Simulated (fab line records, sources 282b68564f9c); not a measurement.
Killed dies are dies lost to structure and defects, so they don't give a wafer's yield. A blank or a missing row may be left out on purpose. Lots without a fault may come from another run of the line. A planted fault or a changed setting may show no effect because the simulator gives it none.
A sampling plan put to the test | flow rit_cmos | one fab line, 8 faults that these records tell of, each judged on the records of the lots that it struck
The plan is the line's own looks: the steps of the route at which a gauge or an inspection reads the wafer and doesn't change it. A look can be judged if struck wafers have a number there and the file gives its usual mean and standard deviation on fault-free wafers. Caught: at a look after the fault's first step, the mean of the struck wafers lies 4 or more of those standard deviations (sigma) from the usual mean. On the tool: the same test on the tool's own readings at the fault's steps. Another recipe on the struck wafers, or a record that is blank for them alone, also counts as caught.

THE FAULTS, as the simulator had put them in
1. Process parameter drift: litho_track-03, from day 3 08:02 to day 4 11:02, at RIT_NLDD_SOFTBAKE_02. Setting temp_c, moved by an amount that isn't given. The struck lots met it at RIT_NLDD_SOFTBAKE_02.
2. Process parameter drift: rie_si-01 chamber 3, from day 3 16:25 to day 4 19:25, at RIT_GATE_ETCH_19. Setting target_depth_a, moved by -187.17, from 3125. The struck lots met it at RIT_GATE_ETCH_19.
3. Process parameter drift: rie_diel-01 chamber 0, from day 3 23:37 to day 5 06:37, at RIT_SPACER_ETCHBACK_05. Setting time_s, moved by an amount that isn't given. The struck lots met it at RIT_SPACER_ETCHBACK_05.
4. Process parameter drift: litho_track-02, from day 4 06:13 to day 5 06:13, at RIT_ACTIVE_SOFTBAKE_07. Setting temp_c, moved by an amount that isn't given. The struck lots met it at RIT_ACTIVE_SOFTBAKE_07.
5. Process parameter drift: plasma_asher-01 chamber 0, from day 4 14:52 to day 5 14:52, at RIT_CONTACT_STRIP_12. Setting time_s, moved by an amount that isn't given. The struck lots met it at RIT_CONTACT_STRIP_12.
6. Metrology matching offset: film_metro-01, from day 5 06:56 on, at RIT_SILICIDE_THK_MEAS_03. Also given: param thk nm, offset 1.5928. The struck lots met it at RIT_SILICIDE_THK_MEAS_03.
7. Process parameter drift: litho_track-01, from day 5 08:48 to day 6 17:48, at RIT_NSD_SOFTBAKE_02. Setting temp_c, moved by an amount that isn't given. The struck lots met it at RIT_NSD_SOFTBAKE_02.
8. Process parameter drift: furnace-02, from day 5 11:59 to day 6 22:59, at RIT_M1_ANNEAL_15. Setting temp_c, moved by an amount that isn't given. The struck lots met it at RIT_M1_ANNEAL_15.

WHAT THE PLAN SAW
fault | on the tool itself                      | first look that catches it                   | reading, sigma | median hours from its first step to that look | hours from the fault's start to the first struck lot there | judged looks passed uncaught
1     | heater_power_total_W +41 sigma          | not the one look that can be judged after it | -              | -                                             | -                                                          | 1
2     | only faintly: oes_product_au +2.9 sigma | no look after it can be judged               | -              | -                                             | -                                                          | 0
3     | run_length_s +26 sigma                  | no look after it can be judged               | -              | -                                             | -                                                          | 0
4     | heater_power_total_W -11 sigma          | no look after it can be judged               | -              | -                                             | -                                                          | 0
5     | run_length_s -23 sigma                  | no look after it can be judged               | -              | -                                             | -                                                          | 0
6     | SILICIDE_TI_THK +4.0 sigma              | no look after it can be judged               | -              | -                                             | -                                                          | 0
7     | heater_power_total_W -19 sigma          | no look after it can be judged               | -              | -                                             | -                                                          | 0
8     | tube_center_temp_C -99 or beyond sigma  | no look after it can be judged               | -              | -                                             | -                                                          | 0
A dash: the fault isn't caught, or these records don't give the number.

Caught at a look: 0 of 8. Caught on the tool: 7 of 8. By one or the other: 7 of 8.
Caught on the tool alone: faults 1, 3, 4, 5, 6, 7, 8.
Caught by neither: fault 2.
